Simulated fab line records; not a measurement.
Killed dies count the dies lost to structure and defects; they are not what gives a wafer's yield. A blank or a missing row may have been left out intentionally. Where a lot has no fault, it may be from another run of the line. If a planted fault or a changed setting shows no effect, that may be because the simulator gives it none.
The tool behind it: which one? | flow berkeleyCmos170 | Sampling: 13 lots, 39 wafers, 6 of 331 route steps

## WHAT THE GAUGES SHOWED, per wafer
UCB170_PLDD_TW_MEAS_11. Usual: for PLDD_TW the level is 1016 and the standard deviation is 9.5.
lot  | measured     | on           | PLDD_TW        | flag
L290 | day 5 19:08  | filmMetro-01 | 1002 1006 1002 | 
L291 | day 6 05:25  | filmMetro-01 | 1008 1013 1014 | 
L293 | day 6 19:33  | filmMetro-01 | 1007 1008 1008 | 
L292 | day 6 19:50  | filmMetro-01 | 1007 1011 1006 | 
L294 | day 6 20:03  | filmMetro-01 | 1017 1005 1011 | 
L295 | day 7 03:53  | filmMetro-04 | 1018 1028 1020 | 
L296 | day 7 16:06  | filmMetro-01 | 1003 1011 1007 | 
L298 | day 7 22:42  | filmMetro-01 | 1009 1005 1006 | 
L297 | day 7 22:59  | filmMetro-01 | 1006 1008 1012 | 
L303 | day 9 16:02  | filmMetro-01 | 1006 1007 1002 | 
L307 | day 9 20:28  | filmMetro-03 | 1026 1022 1026 | 
L310 | day 10 22:17 | filmMetro-04 | 1031 1029 1028 | 
L312 | day 10 23:09 | filmMetro-01 | 1010 1006 1006 | 

UCB170_SPACER_THK_MEAS_01. Usual: for SPACER_TEOS_THK the level is 376 nm and the standard deviation is 4.4.
lot  | measured     | on           | SPACER_TEOS_THK (nm) | flag
L290 | day 5 21:40  | filmMetro-04 | 372 371 376          | 
L291 | day 6 07:22  | filmMetro-02 | 374 375 379          | 
L293 | day 6 21:56  | filmMetro-04 | 370 371 376          | 
L292 | day 6 22:11  | filmMetro-03 | 371 370 377          | 
L294 | day 6 22:30  | filmMetro-04 | 372 369 380          | 
L295 | day 7 06:09  | filmMetro-02 | 376 375 371          | 
L296 | day 7 18:02  | filmMetro-02 | 372 384 379          | 
L298 | day 8 00:57  | filmMetro-02 | 368 382 380          | 
L297 | day 8 03:56  | filmMetro-02 | 372 372 377          | 
L303 | day 9 18:46  | filmMetro-02 | 378 382 420          | OFF
L307 | day 9 22:54  | filmMetro-02 | 375 382 382          | 
L310 | day 11 00:34 | filmMetro-03 | 375 379 378          | 
L312 | day 11 01:28 | filmMetro-02 | 370 379 376          | 

UCB170_PSD_CD_MEAS_06: target cd 1200 nm. Usual: cdNm 1199.5 nm, standard deviation 1.3.
lot  | measured     | on       | cdNm (nm)            | flag
L290 | day 6 02:39  | cdSem-01 | 1196.6 1196.0 1197.2 | 
L291 | day 6 14:41  | cdSem-01 | 1200.9 1199.6 1199.1 | 
L293 | day 7 02:58  | cdSem-01 | 1199.0 1198.7 1198.5 | 
L292 | day 7 03:08  | cdSem-01 | 1199.7 1200.4 1199.7 | 
L294 | day 7 03:02  | cdSem-02 | 1201.3 1201.3 1202.0 | 
L295 | day 7 12:52  | cdSem-01 | 1200.0 1199.5 1197.9 | 
L296 | day 8 00:57  | cdSem-02 | 1201.5 1199.0 1199.9 | 
L298 | day 8 06:19  | cdSem-02 | 1198.8 1198.1 1198.1 | 
L297 | day 8 10:08  | cdSem-01 | 1200.2 1201.6 1201.6 | 
L303 | day 10 01:50 | cdSem-01 | 1199.9 1199.2 1199.3 | 
L307 | day 10 03:05 | cdSem-02 | 1201.6 1201.4 1201.7 | 
L310 | day 11 05:24 | cdSem-01 | 1200.1 1200.1 1200.2 | 
L312 | day 11 06:26 | cdSem-02 | 1199.3 1198.6 1197.7 | 

UCB170_NSD_OVL_MEAS_07. Usual: for NSD_OVL the level is 1 nm and the standard deviation is 6.1.
lot  | measured     | on         | NSD_OVL (nm) | flag
L290 | day 6 04:32  | overlay-01 | 13 16 12     | 
L291 | day 6 17:32  | overlay-01 | -3 -7 -5     | 
L293 | day 7 04:34  | overlay-01 | -3 -1 1      | 
L292 | day 7 05:16  | overlay-01 | -7 -1 0      | 
L294 | day 7 05:14  | overlay-01 | -5 -3 -2     | 
L295 | day 7 16:02  | overlay-01 | 8 14 17      | 
L296 | day 8 05:11  | overlay-02 | -5 -2 -4     | 
L298 | day 8 08:21  | overlay-01 | 2 3 1        | 
L297 | day 8 13:29  | overlay-01 | -2 -4 -3     | 
L303 | day 10 05:59 | overlay-02 | 8 1 5        | 
L307 | day 10 06:49 | overlay-01 | 1 -5 -3      | 
L310 | day 11 07:58 | overlay-02 | -4 1 6       | 
L312 | day 11 08:50 | overlay-02 | 11 5 8       | 

## WHAT TOOL EACH LOT RAN ON (gives the tool, then ch and the chambers of the sampled wafers, and finally the start)
lot  | UCB170_SPACER_CVD_00            | UCB170_SPACER_ETCHBACK_03
L290 | pecvd-03 ch 0,1, day 5 21:37    | rieDiel-02 ch 0,1,3, day 6 01:33
L291 | pecvd-04 ch 0,1,2, day 6 07:19  | rieDiel-03 ch 1,2, day 6 13:33
L293 | pecvd-04 ch 0,2, day 6 21:53    | rieDiel-04 ch 0,1, day 7 01:43
L292 | pecvd-03 ch 0,1,2, day 6 22:08  | rieDiel-03 ch 0,3, day 7 01:43
L294 | pecvd-04 ch 1,2, day 6 22:27    | rieDiel-02 ch 0,1, day 7 01:43
L295 | pecvd-02 ch 0,1,2, day 7 06:07  | rieDiel-04 ch 0,2,3, day 7 11:54
L296 | pecvd-02 ch 1,2, day 7 17:59    | rieDiel-04 ch 1,2,3, day 7 23:32
L298 | pecvd-02 ch 1,2, day 8 00:53    | rieDiel-02 ch 1,2, day 8 05:22
L297 | pecvd-03 ch 1,2, day 8 03:53    | rieDiel-04 ch 1,2, day 8 09:02
L303 | pecvd-04 ch 0,1,2, day 9 18:43  | rieDiel-02 ch 0,1,2, day 10 00:19
L307 | pecvd-03 ch 1,2, day 9 22:52    | rieDiel-03 ch 1,2,3, day 10 01:58
L310 | pecvd-02 ch 0,1,2, day 11 00:31 | rieDiel-02 ch 0,2,3, day 11 04:09
L312 | pecvd-02 ch 0,1, day 11 01:24   | rieDiel-04 ch 1,2,3, day 11 04:13
- UCB170_SPACER_CVD_00: deposits SiO2 from TEOS/O2, target thk 376 nm, time 47 s.
- UCB170_SPACER_ETCHBACK_03: etches SiO2 in CHF3/CF4/Ar, stops on Si, target depth 376 nm, time 100 s.

## AS READ BY THE TOOLS THEMSELVES (means over the sampled wafers that have a number; for cases with no such wafer, the mark the record gives instead)
UCB170_SPACER_CVD_00. Usual: heaterPowerW 255 W, standard deviation 51; rfFwdPowerW 545.1 W, standard deviation 1.7.
lot  | tool     | heaterPowerW (W) | rfFwdPowerW (W) | flag
L290 | pecvd-03 | 190              | 545.2           | 
L291 | pecvd-04 | 259              | 546.3           | 
L293 | pecvd-04 | 252              | 545.6           | 
L292 | pecvd-03 | 238              | 542.6           | 
L294 | pecvd-04 | 229              | 544.6           | 
L295 | pecvd-02 | 297              | 546.7           | 
L296 | pecvd-02 | 317              | 546.1           | 
L298 | pecvd-02 | 266              | 545.3           | 
L297 | pecvd-03 | 272              | 544.5           | 
L303 | pecvd-04 | 223              | 617.8           | OFF
L307 | pecvd-03 | 250              | 544.3           | 
L310 | pecvd-02 | 252              | 546.1           | 
L312 | pecvd-02 | 263              | 544.6           | 

UCB170_SPACER_ETCHBACK_03. Usual: cf4FlowSccm 10.001 sccm, standard deviation 0.029; drypumpMotorCurrentA 5.56 A, standard deviation 0.25; mfcArSccm 120.0 sccm, standard deviation 0.36; oesProductAu 0.900 a.u., standard deviation 0.016; throttleValvePct 6.50 %, standard deviation 0.12.
lot  | tool       | cf4FlowSccm (sccm) | drypumpMotorCurrentA (A) | mfcArSccm (sccm) | oesProductAu (a.u.) | throttleValvePct (%) | flag
L290 | rieDiel-02 | 10.021             | 5.62                     | 119.9            | 0.903               | 6.49                 | 
L291 | rieDiel-03 | 10.008             | 5.67                     | 119.7            | 0.897               | 6.41                 | 
L293 | rieDiel-04 | 10.017             | 5.60                     | 120.5            | 0.880               | 6.59                 | 
L292 | rieDiel-03 | 9.995              | 5.39                     | 120.1            | 0.891               | 6.42                 | 
L294 | rieDiel-02 | 10.029             | 5.59                     | 120.0            | 0.910               | 6.59                 | 
L295 | rieDiel-04 | 10.016             | 5.75                     | 120.3            | 0.882               | 6.54                 | 
L296 | rieDiel-04 | 10.012             | 5.75                     | 120.1            | 0.887               | 6.58                 | 
L298 | rieDiel-02 | 9.985              | 5.43                     | 119.8            | 0.910               | 6.50                 | 
L297 | rieDiel-04 | 10.004             | 5.69                     | 119.9            | 0.882               | 6.63                 | 
L303 | rieDiel-02 | 9.996              | 5.37                     | 120.2            | 0.943               | 6.53                 | 
L307 | rieDiel-03 | 10.005             | 5.60                     | 119.7            | 0.909               | 6.48                 | 
L310 | rieDiel-02 | 10.039             | 5.44                     | 120.1            | 0.911               | 6.43                 | 
L312 | rieDiel-04 | 10.021             | 5.76                     | 119.9            | 0.884               | 6.58                 | 

## THE ANSWER, worked out from the rows above alone
Rule: lot off if the mean of its wafers having a number is beyond 3 standard deviations from the usual mean. Also off: a lot with no number at a reading for which 4 or more lots have one. All remaining lots with rows at the step are treated as sound. After the gauges, taken in route order, come the tools' own readings; for these a lot's mean is taken, as printed above. At the first step where some lot is off, the reading lying furthest off is the one used; lots without a number count as furthest.
Off: L303, seen at UCB170_SPACER_THK_MEAS_01 (SPACER_TEOS_THK).
If a tool, at a process step before that reading, ran all the lots that are off and no sound lot after the first of them, it fits. The gauges at UCB170_SPACER_THK_MEAS_01 aren't tried: what is off there is off at UCB170_SPACER_CVD_00 too, on other tools, and a gauge's error can't cause that. One fits: pecvd-04 at UCB170_SPACER_CVD_00. A fault onset in the window from L294 (day 6 22:27, its last sound lot) to L303 (day 9 18:43, its first lot off) fits.
On the lots that are off, the tool's own readings at UCB170_SPACER_CVD_00 differ by more than 5 times the standard deviation of the sound lots' means, which bears it out; rfFwdPowerW reads 617.8 W there versus 545.2 W on the sound lots.

## WHAT THE SIMULATOR HAD PUT IN
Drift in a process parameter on pecvd-04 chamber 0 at UCB170_SPACER_CVD_00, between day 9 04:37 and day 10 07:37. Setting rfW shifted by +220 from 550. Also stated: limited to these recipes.
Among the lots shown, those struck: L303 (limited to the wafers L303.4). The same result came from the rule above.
